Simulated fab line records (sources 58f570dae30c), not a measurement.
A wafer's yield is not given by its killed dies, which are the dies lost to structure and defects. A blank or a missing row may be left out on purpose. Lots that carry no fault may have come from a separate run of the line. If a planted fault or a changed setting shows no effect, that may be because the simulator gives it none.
Which tool was responsible? + flow berkeleyCmos170 + 18 wafers from 6 lots sampled at 2 of the route's 331 steps

WHAT THE GAUGES READ, wafer by wafer
UCB170_GATE_CD_MEAS_12 targets a cd of 350 nm.
| lot  | measured     | on       | cdNm (nm)         |
|------|--------------|----------|-------------------|
| L382 | day 7 12:23  | cdSem-01 | 349.1 349.6 350.2 |
| L386 | day 7 21:44  | cdSem-01 | 350.6 351.3 351.0 |
| L396 | day 10 13:25 | cdSem-01 | 349.4 349.1 347.0 |
| L399 | day 11 03:58 | cdSem-02 | 350.9 349.4 350.1 |
| L401 | day 11 03:47 | cdSem-01 | 346.7 345.7 346.7 |
| L404 | day 11 19:31 | cdSem-01 | 348.1 348.5 349.8 |

WHICH TOOL RAN EACH LOT (tool, then ch and the chambers of the sampled wafers, then the start)
| lot  | UCB170_GATE_EXPOSE_09            |
|------|----------------------------------|
| L382 | krfScanner-01 ch 0, day 7 11:49  |
| L386 | krfScanner-02 ch 0, day 7 21:01  |
| L396 | krfScanner-01 ch 0, day 10 12:17 |
| L399 | krfScanner-01 ch 0, day 11 03:28 |
| L401 | krfScanner-01 ch 0, day 11 03:21 |
| L404 | krfScanner-02 ch 0, day 11 19:08 |
- UCB170_GATE_EXPOSE_09: exposes mask POLY, target cd 350 nm.

THE ANSWER, worked out from the rows above alone
Rule: what is usual is taken from the lots themselves. Put in order of their means at a reading, lots are off if they are a third of the lots or fewer, leave a main group of 4 or more, and stand apart from it by a gap of 3 or more times the standard deviation of the main group's means; of several such gaps the widest counts. Not used: any main group whose means are identical at the precision the tables above print for the reading. A lot without any number at a reading at which 4 lots or more have one is off too. Any other lot the step has rows for is counted as sound.
Across all readings shown, no lot is off: no conclusion can be drawn from this.

WHAT WAS PUT IN BY THE SIMULATOR
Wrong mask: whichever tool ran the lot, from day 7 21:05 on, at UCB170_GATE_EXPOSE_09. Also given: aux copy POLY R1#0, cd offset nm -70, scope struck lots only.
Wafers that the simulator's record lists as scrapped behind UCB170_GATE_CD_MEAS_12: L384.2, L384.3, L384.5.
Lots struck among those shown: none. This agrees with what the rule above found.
